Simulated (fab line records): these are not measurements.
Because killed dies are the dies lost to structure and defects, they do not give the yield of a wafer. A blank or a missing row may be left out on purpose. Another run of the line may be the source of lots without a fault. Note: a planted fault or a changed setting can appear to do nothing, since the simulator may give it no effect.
Which tool was responsible? | flow rit_cmos | 15 lots, 45 wafers sampled, at 1 step of a route of 202

## WHAT THE GAUGES SHOWED, per wafer
The record lacks any reading of a measuring or inspecting step that a usual standard deviation could be used to judge.

## EACH LOT AND THE TOOL THAT RAN IT (in order: tool; ch and the chambers of the sampled wafers; start)
lot  | RIT_FOX1_OXIDATION_00
L956 | furnace-01 ch 0, day 1 16:16
L958 | furnace-01 ch 0, day 2 01:38
L963 | furnace-04 ch 0, day 3 03:20
L964 | furnace-01, day 3 09:44
L965 | furnace-04, day 3 13:27
L966 | furnace-04, day 3 22:04
L970 | furnace-01 ch 0, day 4 14:04
L971 | furnace-01 ch 0, day 4 22:31
L972 | furnace-01 ch 0, day 5 00:31
L973 | furnace-01 ch 0, day 5 07:17
L975 | furnace-04 ch 0, day 5 16:05
L976 | furnace-04 ch 0, day 5 19:30
L977 | furnace-02 ch 0, day 6 03:11
L978 | furnace-04 ch 0, day 6 07:20
L979 | furnace-02 ch 0, day 6 10:58
- RIT_FOX1_OXIDATION_00: target thk 350.7 nm, ox time 1130 s.

## AS READ BY THE TOOLS THEMSELVES (means over the sampled wafers that have a number; for cases with no such wafer, the mark the record gives instead)
RIT_FOX1_OXIDATION_00. Usual: ox_temp_c 1100.1 C, standard deviation 0.53; ox_temp_c_max 1104.9, standard deviation 1.8; tube_center_temp_C_max 1102.9, standard deviation 0.45; zone_power_centre_pct 53 %, standard deviation 4.2.
lot  | tool       | ox_temp_c (C) | ox_temp_c_max | tube_center_temp_C_max | zone_power_centre_pct (%) | flag
L956 | furnace-01 | 1101.3        | 1108.4        | 1102.5                 | 56                        |
L958 | furnace-01 | 1100.2        | 1106.7        | 1103.1                 | 55                        |
L963 | furnace-04 | 1100.6        | 1103.7        | 1103.1                 | 49                        |
L964 | furnace-01 | -             | -             | -                      | -                         | OFF
L965 | furnace-04 | -             | -             | -                      | -                         | OFF
L966 | furnace-04 | -             | -             | -                      | -                         | OFF
L970 | furnace-01 | 1099.5        | 1106.8        | 1103.4                 | 56                        |
L971 | furnace-01 | 1099.7        | 1107.9        | 1102.6                 | 55                        |
L972 | furnace-01 | 1100.2        | 1109.2        | 1103.1                 | 56                        |
L973 | furnace-01 | 1100.5        | 1107.2        | 1102.9                 | 56                        |
L975 | furnace-04 | 1100.4        | 1104.7        | 1102.5                 | 49                        |
L976 | furnace-04 | 1099.9        | 1103.5        | 1102.6                 | 48                        |
L977 | furnace-02 | 1100.0        | 1104.4        | 1103.1                 | 61                        |
L978 | furnace-04 | 1099.8        | 1103.0        | 1103.3                 | 49                        |
L979 | furnace-02 | 1100.0        | 1103.7        | 1102.9                 | 59                        |

## THE ANSWER, worked out from the rows above alone
Rule: a lot is off if the mean of its wafers that have a number lies more than 3 standard deviations from the usual mean. Also off: a lot with no number at a reading for which 4 or more lots have one. The other lots that the step has rows for count as sound. Order of review: gauges by route order, followed by the tools' own readings, for which a lot's mean as printed above is used. At the first step where some lot is off, the reading lying furthest off is the one used; lots without a number count as furthest.
Off, at RIT_FOX1_OXIDATION_00 on ox_temp_c: L964, L965, L966. Without a number there: L964, L965, L966.
If a tool, at that step or one of the process steps before it, ran each lot that is off and ran no sound lot following the first of them, it fits. Not one of the candidates tried fits.

## WHAT THE SIMULATOR HAD PUT IN
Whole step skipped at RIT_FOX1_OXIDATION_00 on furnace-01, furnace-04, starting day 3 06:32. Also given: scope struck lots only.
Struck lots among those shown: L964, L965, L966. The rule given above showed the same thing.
